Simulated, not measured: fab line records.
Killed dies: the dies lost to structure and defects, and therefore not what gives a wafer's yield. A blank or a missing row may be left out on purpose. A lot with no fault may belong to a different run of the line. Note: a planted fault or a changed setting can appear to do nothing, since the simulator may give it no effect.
Matching of chambers || flow berkeleyCmos170 || UCB170_V2_CMP_02 on cmp-02: 4 sister chambers
The step polishes SiO2. 8 wafers are shown with their chamber, then 8 later ones without.

## WAFERS WITH THEIR CHAMBER
{"wafer": "L282.3", "chamber": 3, "motorCurrentA (A)": 18.4, "edgeZonePressureFrac": 0.994}
{"wafer": "L286.2", "chamber": 3, "motorCurrentA (A)": 18.9, "edgeZonePressureFrac": 1.004}
{"wafer": "L286.4", "chamber": 2, "motorCurrentA (A)": 17.3, "edgeZonePressureFrac": 0.996}
{"wafer": "L285.6", "chamber": 0, "motorCurrentA (A)": 18.1, "edgeZonePressureFrac": 0.997}
{"wafer": "L288.2", "chamber": 1, "motorCurrentA (A)": 18.2, "edgeZonePressureFrac": 0.999}
{"wafer": "L288.3", "chamber": 0, "motorCurrentA (A)": 18.6, "edgeZonePressureFrac": 1.000}
{"wafer": "L288.4", "chamber": 2, "motorCurrentA (A)": 16.5, "edgeZonePressureFrac": 0.999}
{"wafer": "L287.1", "chamber": 1, "motorCurrentA (A)": 17.9, "edgeZonePressureFrac": 0.989}

## WAFERS MISSING THEIR CHAMBER
{"wafer": "L287.3", "motorCurrentA (A)": 18.8, "edgeZonePressureFrac": 1.003}
{"wafer": "L287.4", "motorCurrentA (A)": 16.9, "edgeZonePressureFrac": 0.994}
{"wafer": "L293.3", "motorCurrentA (A)": 18.1, "edgeZonePressureFrac": 1.004}
{"wafer": "L293.4", "motorCurrentA (A)": 18.0, "edgeZonePressureFrac": 1.003}
{"wafer": "L293.6", "motorCurrentA (A)": 17.1, "edgeZonePressureFrac": 1.004}
{"wafer": "L301.1", "motorCurrentA (A)": 19.6, "edgeZonePressureFrac": 0.998}
{"wafer": "L301.2", "motorCurrentA (A)": 18.6, "edgeZonePressureFrac": 0.997}
{"wafer": "L301.4", "motorCurrentA (A)": 15.8, "edgeZonePressureFrac": 0.998}

## WHICH CHAMBER EACH ONE RAN IN
{"wafer": "L287.3", "from the rows above": "can't be placed: 3 or 0 or 1", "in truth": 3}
{"wafer": "L287.4", "from the rows above": 2, "in truth": 2}
{"wafer": "L293.3", "from the rows above": "can't be placed: 0 or 3 or 1", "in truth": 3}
{"wafer": "L293.4", "from the rows above": "can't be placed: 0 or 1 or 3 or 2", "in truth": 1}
{"wafer": "L293.6", "from the rows above": "can't be placed: 2 or 1", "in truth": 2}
{"wafer": "L301.1", "from the rows above": "can't be placed: 3 or 0 or 1", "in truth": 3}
{"wafer": "L301.2", "from the rows above": "can't be placed: 3 or 0 or 1", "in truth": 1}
{"wafer": "L301.4", "from the rows above": 2, "in truth": 2}
Correct placement for 2 of the 8. Not placeable from these rows: 6 (in 6, the candidates include the true chamber). Wrongly placed: 0.
How it was worked out, from the rows above alone: a wafer's distance from a chamber is the root of the sum, over the readings, of the square of ((its reading less the chamber's mean) divided by the reading's scatter). If the next closest chamber is less than 2 further off than the closest, the wafer can't be placed; otherwise it belongs to the closest. A chamber's mean is the mean of its shown wafers. The scatter: take each reading less its chamber's mean, square it, sum over the shown wafers, divide by the number of wafers less the number of chambers, and take the root.
